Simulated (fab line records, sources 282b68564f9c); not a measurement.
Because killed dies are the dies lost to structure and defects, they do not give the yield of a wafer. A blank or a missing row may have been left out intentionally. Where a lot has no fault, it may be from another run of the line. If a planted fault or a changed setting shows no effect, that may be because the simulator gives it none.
fab line records -- flow ritCmos
record lots=5, wafers=15, lastDay=5
route steps=202 shown M1@196
lots with no fault: from the same line, run without faults
startH: hours from the record's first day to the start of the lot's first wafer shown -- waitH: hours from the lot's prior step to this one -- " as in the row above -- L1.1+2: a row that stands for several wafers -- - no value, or no start given -- * or withheld: withheld -- < > ~ a bound
route shown NAME@n: NAME is a module with steps in the file, n the number in the route of the first one -- usual: mean/standard deviation of fault-free wafers -- same: alike in all rows -- chamber/n: place in a boat -- sites: readings site by site -- _std_site: their standard deviation -- _edge_site: outer sites' mean less inner sites' -- radiusMm: how far each site lies from the wafer's centre -- mask NAME#n: copy n -- behind: tool/chamber where the wafer was last shaped -- hold: cause of the lot's hold/its duration in hours/its outcome -- device: whichever transistor did not switch (one of n, p or np) -- end of line: the route-end tests of the same wafers -- step lacking rows: just its recipe -- killed: the dies lost at the first sort to structure and to defects; this is not the yield of the wafer -- map: a wafer's dies, x killed, . not, _ none there
set.NAME: the setting as run; set.NAME@STEP: as run at that earlier step -- model.NAME: the simulator's own value behind a step, which no gauge read
lots at selected steps of the route; one table per step, one row per wafer
services: a tool's chamber out of use, with start hour (startH, from the record's first day; less than 0 if before it), hours out, and reason
## steps
# step RIT_M1_METAL_ETCH_12
# recipe stopOn=SiO2, chemistry=Cl2/BCl3, target=Al, timeS=165, overEtchFrac=0.5, pressureMtorr=100, targetDepthA=6000, rfW=250, Cl2_flow_sccm=60, bcl3FlowSccm=50
# usual drypumpMotorCurrentA=6.04/0.22, oesProductAu=0.776/0.014, rfFwdPowerW=249.0/0.92, throttleValvePct=8.30/0.11
# same overEtchFrac=0.5
lot.wafer,tool,chamber,startH,waitH,drypumpMotorCurrentA,oesProductAu,rfFwdPowerW,rfHoursCounterH,throttleValvePct
L074.1,rieMetal-03,0,54.83,0.2,5.88,0.766,249.1,4,8.29
L074.2,rieMetal-03,1,54.83,0.2,6.21,0.777,248.1,4,8.19
L074.6,rieMetal-03,1,54.83,0.2,6.19,0.785,247.8,-,8.20
L077.3,rieMetal-03,1,70.06,0.2,6.20,0.778,248.2,-,8.20
L077.4,rieMetal-03,0,70.06,0.2,5.89,0.772,250.0,-,8.30
L077.6,rieMetal-03,1,70.06,0.2,6.19,0.780,247.8,-,8.18
L080.2,rieMetal-03,0,84.04,0.2,5.87,0.772,249.8,4,8.30
L080.4,rieMetal-03,1,84.04,0.2,6.19,0.784,247.3,-,8.17
L080.5,rieMetal-03,1,84.04,0.2,6.23,0.789,247.0,-,8.19
L082.1,rieMetal-01,1,95.12,0.2,5.93,0.798,249.4,1,8.27
L082.2,rieMetal-01,0,95.12,0.2,6.08,0.753,251.0,1,8.20
L082.5,rieMetal-01,1,95.12,0.2,5.94,0.794,249.6,-,8.27
L087.1,rieMetal-02,1,123.79,0.2,6.40,0.771,248.2,33,8.55
L087.2,rieMetal-02,0,123.79,0.2,5.77,0.771,249.9,38,8.32
L087.6,rieMetal-02,0,123.79,0.2,5.75,0.769,250.8,-,8.30
# step RIT_M1_STRIP_13
# recipe chemistry=nmp, resist=NOVOLAK, tempC=80, timeS=600, dry=n2Spin
lot.wafer,tool,chamber,startH,waitH
L074.1+2+6,wetBench-03,0,54.99,0.1
L077.3+4+6,wetBench-01,2,70.17,0.1
L080.2+4+5,wetBench-04,2,84.20,0.1
L082.1+2+5,wetBench-03,3,95.28,0.1
L087.1+2+6,wetBench-03,3,123.96,0.1
# step RIT_M1_STRIP_14
# recipe chemistry=O2, timeS=180, platenTempC=withheld, powerW=500, pressureMtorr=4000, o2FlowSccm=4000
# usual drypumpMotorCurrentA=5.7/0.6, rfReflPowerW=5.8/1.2
lot.wafer,tool,chamber,startH,waitH,drypumpMotorCurrentA,rfHoursCounterH,rfReflPowerW
L074.1,plasmaAsher-04,0,55.17,0.0,6.3,44,8.3
L074.2,plasmaAsher-04,1,55.17,0.0,6.3,44,5.5
L074.6,plasmaAsher-04,0,55.17,0.0,6.3,-,8.2
L077.3,plasmaAsher-03,0,70.41,0.1,4.9,-,6.1
L077.4,plasmaAsher-03,1,70.41,0.1,5.9,-,4.3
L077.6,plasmaAsher-03,0,70.41,0.1,4.9,-,5.8
L080.2,plasmaAsher-01,1,84.37,0.0,4.9,29,5.1
L080.4,plasmaAsher-01,1,84.37,0.0,4.9,-,5.4
L080.5,plasmaAsher-01,1,84.37,0.0,4.9,-,5.0
L082.1,plasmaAsher-01,0,95.46,0.0,5.8,30,4.7
L082.2,plasmaAsher-01,1,95.46,0.0,4.9,30,5.5
L082.5,plasmaAsher-01,1,95.46,0.0,4.9,-,5.6
L087.1,plasmaAsher-03,1,124.13,0.0,5.9,46,4.8
L087.2,plasmaAsher-03,0,124.13,0.0,4.9,46,5.9
L087.6,plasmaAsher-03,1,124.13,0.0,5.9,-,4.8
# step RIT_M1_CD_MEAS_90
# recipe targetCdNm=2600
# usual cdNm=2599.9/2.7
lot.wafer,tool,chamber,startH,waitH,cdNm
L074.1,cdSem-02,-,55.34,0.1,2598.5
L074.2,cdSem-02,-,55.34,0.1,2597.9
L074.6,cdSem-02,-,55.34,0.1,2597.8
L077.3,cdSem-02,-,70.56,0.1,2597.7
L077.4,cdSem-02,-,70.56,0.1,2598.4
L077.6,cdSem-02,-,70.56,0.1,2599.8
L080.2,cdSem-01,-,84.57,0.1,2599.1
L080.4,cdSem-01,-,84.57,0.1,2600.4
L080.5,cdSem-01,-,84.57,0.1,2597.9
L082.1,cdSem-02,-,95.63,0.1,2597.2
L082.2,cdSem-02,-,95.63,0.1,2599.6
L082.5,cdSem-02,-,95.63,0.1,2597.7
L087.1,cdSem-01,-,124.31,0.1,2602.5
L087.2,cdSem-01,-,124.31,0.1,2604.0
L087.6,cdSem-01,-,124.31,0.1,2602.6
# step RIT_M1_ANNEAL_15
# recipe tempC=450, timeS=1800, ambient=forming_gas_H2N2
# usual spikeTcSourceC=469/3.5, tube_center_temp_C_max=451.17/0.18
lot.wafer,tool,chamber,startH,waitH,spikeTcSourceC,tube_center_temp_C_max
L074.1,-,-,56.99,1.6,469,451.12
L074.2,-,-,56.99,1.6,468,451.32
L074.6,-,-,56.99,1.6,470,450.97
L077.3,-,-,71.95,1.4,473,451.23
L077.4,-,-,71.95,1.4,475,451.21
L077.6,-,-,71.95,1.4,473,450.95
L080.2,-,-,84.67,0.1,464,450.99
L080.4,-,-,84.67,0.1,463,451.14
L080.5,-,-,84.67,0.1,466,451.52
L082.1,-,-,97.82,2.2,474,451.09
L082.2,-,-,97.82,2.2,472,451.05
L082.5,-,-,97.82,2.2,472,451.38
L087.1,-,-,124.43,0.1,469,451.01
L087.2,-,-,124.43,0.1,468,451.12
L087.6,-,-,124.43,0.1,468,451.35
# step RIT_M1_BOW_MEAS_16
# recipe mode=bow
# usual M1_BOW=16/6.4
lot.wafer,tool,chamber,startH,waitH,M1_BOW[um]
L074.1,filmMetro-01,-,58.49,0.0,13
L074.2,filmMetro-01,-,58.49,0.0,26
L074.6,filmMetro-01,-,58.49,0.0,22
L077.3,filmMetro-04,-,73.49,0.0,10
L077.4,filmMetro-04,-,73.49,0.0,7
L077.6,filmMetro-04,-,73.49,0.0,14
L080.2,filmMetro-03,-,86.19,0.0,11
L080.4,filmMetro-03,-,86.19,0.0,13
L080.5,filmMetro-03,-,86.19,0.0,15
L082.1,filmMetro-04,-,99.32,0.0,20
L082.2,filmMetro-04,-,99.32,0.0,14
L082.5,filmMetro-04,-,99.32,0.0,18
L087.1,filmMetro-04,-,125.93,0.0,14
L087.2,filmMetro-04,-,125.93,0.0,14
L087.6,filmMetro-04,-,125.93,0.0,15
# step RIT_M1_PROBE_99
# usual defectLimitedYield=97.3/1.2, killedAtContacts=0.0/0.16, killedAtFrontEnd=7/3, killedDies=7/3, killedOnRim=1.8/1.3, killedOpen=3.5/2, killedShort=3.6/2.1, sort_bin_3_pad_short=0.2/0.26, sort_bin_5_function=1.5/0.76, sort_bin_6_memory=1.0/0.65, sortNPass=257/3, sortYieldPct=97.3/1.2
# same grossDies=264, killed_at_M0_to_M3=0, killed_at_M4_up=0, killedAtBackSide=0, killedAtOther=0
lot.wafer,tool,chamber,startH,waitH,defectLimitedYield[%],killedAtContacts,killedAtFrontEnd,killedDies,killedOnRim,killedOpen,killedShort,sort_bin_3_pad_short[%],sort_bin_5_function[%],sort_bin_6_memory[%],sortNPass,sortYieldPct[%]
L074.1,prober-01,-,58.61,0.1,98.9,0,3,3,1,1,2,0,1.1,0,261,98.9
L074.2,prober-01,-,58.66,0.1,98.9,0,3,3,1,2,1,0,0.8,0.4,261,98.9
L074.6,prober-01,-,58.86,0.2,98.9,0,3,3,0,1,2,0.4,0.8,0,261,98.9
L077.3,prober-02,-,73.67,0.2,97.0,0,8,8,3,5,3,0,2.3,0.8,256,97.0
L077.4,prober-02,-,73.72,0.2,97.3,0,7,7,0,7,0,0,2.3,0.4,257,97.3
L077.6,prober-02,-,73.82,0.2,98.5,0,4,4,1,3,1,0,0.8,0.8,260,98.5
L080.2,prober-01,-,86.34,0.1,96.2,0,10,10,2,8,2,0.4,1.9,1.5,254,96.2
L080.4,prober-01,-,86.44,0.2,95.5,0,12,12,4,8,4,0,3.0,1.5,252,95.5
L080.5,prober-01,-,86.49,0.2,98.1,0,5,5,1,4,1,0,1.5,0.4,259,98.1
L082.1,prober-01,-,99.44,0.1,95.5,0,12,12,2,3,9,0,2.3,2.3,252,95.5
L082.2,prober-01,-,99.49,0.1,95.5,0,12,12,3,5,7,0.4,3.4,0.8,252,95.5
L082.5,prober-01,-,99.64,0.2,95.5,1,11,12,1,8,4,0.4,2.7,1.5,252,95.5
L087.1,prober-02,-,126.05,0.1,96.6,0,9,9,5,4,5,0,1.5,1.9,255,96.6
L087.2,prober-02,-,126.10,0.1,96.6,0,9,9,1,1,8,0.4,1.1,1.9,255,96.6
L087.6,prober-02,-,126.30,0.2,96.6,0,9,9,4,2,7,0.4,1.5,1.5,255,96.6
# killed by level:class
L074.1 FOX2:geometricParticle:short=1 GATE:geometricParticle:short=1 SPACER:geometricParticle:open=1
L074.2 GATE:geometricParticle:open=1 REOX:geometricParticle:short=1 SPACER:geometricParticle:open=1
L074.6 FOX1:geometricParticle:open=1 GATE:geometricParticle:short=1 SILICIDE:geometricParticle:short=1
L077.3 GATE:geometricParticle:open=2 REOX:geometricParticle:open=2 FOX2:geometricParticle:open=1 GATE:geometricParticle:short=1 REOX:geometricParticle:short=1 SILICIDE:geometricParticle:short=1
L077.4 GATE:geometricParticle:open=4 REOX:geometricParticle:open=1 SPACER:geometricParticle:open=1 SILICIDE:geometricParticle:open=1
L077.6 FOX2:geometricParticle:open=2 FOX2:geometricParticle:short=1 GATE:geometricParticle:open=1
L080.2 GATE:geometricParticle:open=4 FOX1:geometricParticle:open=2 FOX2:geometricParticle:short=1 FOX2:geometricParticle:open=1 GATE:geometricParticle:short=1 REOX:geometricParticle:open=1
L080.4 FOX1:geometricParticle:open=4 SILICIDE:geometricParticle:short=3 SILICIDE:geometricParticle:open=2 GATE:geometricParticle:open=1 GATE:geometricParticle:short=1 SPACER:geometricParticle:open=1
L080.5 FOX2:geometricParticle:open=1 GATE:geometricParticle:open=1 GATE:geometricParticle:short=1 SPACER:geometricParticle:open=1 SILICIDE:geometricParticle:open=1
L082.1 GATE:geometricParticle:short=5 SPACER:geometricParticle:short=2 FOX1:geometricParticle:short=1 FOX2:geometricParticle:open=1 FOX2:geometricParticle:short=1 REOX:geometricParticle:open=1 SPACER:geometricParticle:open=1
L082.2 GATE:geometricParticle:short=4 GATE:geometricParticle:open=2 FOX1:geometricParticle:short=1 FOX1:geometricParticle:open=1 FOX2:geometricParticle:short=1 REOX:geometricParticle:open=1 SPACER:geometricParticle:open=1 SPACER:geometricParticle:short=1
L082.5 FOX2:geometricParticle:short=2 FOX2:geometricParticle:open=2 GATE:geometricParticle:open=2 SPACER:geometricParticle:open=2 FOX1:geometricParticle:open=1 GATE:geometricParticle:short=1 SPACER:geometricParticle:short=1 CONTACT:geometricParticle:open=1
L087.1 SILICIDE:geometricParticle:short=3 GATE:geometricParticle:open=2 FOX1:geometricParticle:open=1 GATE:geometricParticle:short=1 REOX:geometricParticle:open=1 SPACER:geometricParticle:short=1
L087.2 REOX:geometricParticle:short=3 SPACER:geometricParticle:short=3 SILICIDE:geometricParticle:short=2 REOX:geometricParticle:open=1
L087.6 SPACER:geometricParticle:short=4 REOX:geometricParticle:short=2 FOX2:geometricParticle:open=1 GATE:geometricParticle:short=1 GATE:geometricParticle:open=1
## services
tool,chamber,startH,hours,kind
furnace-01,-,40.59,3.2,pm
furnace-02,-,53.88,3.6,pm
rieMetal-01,-,60.19,4.3,pm
rieMetal-03,-,62.33,2.8,pm
rieMetal-03,-,81.11,1.4,pm
furnace-04,-,90.00,9.9,pm
plasmaAsher-01,-,98.37,0.4,repair
plasmaAsher-01,-,103.03,2.8,pm
furnace-01,-,108.52,3.1,pm
## key
fault none
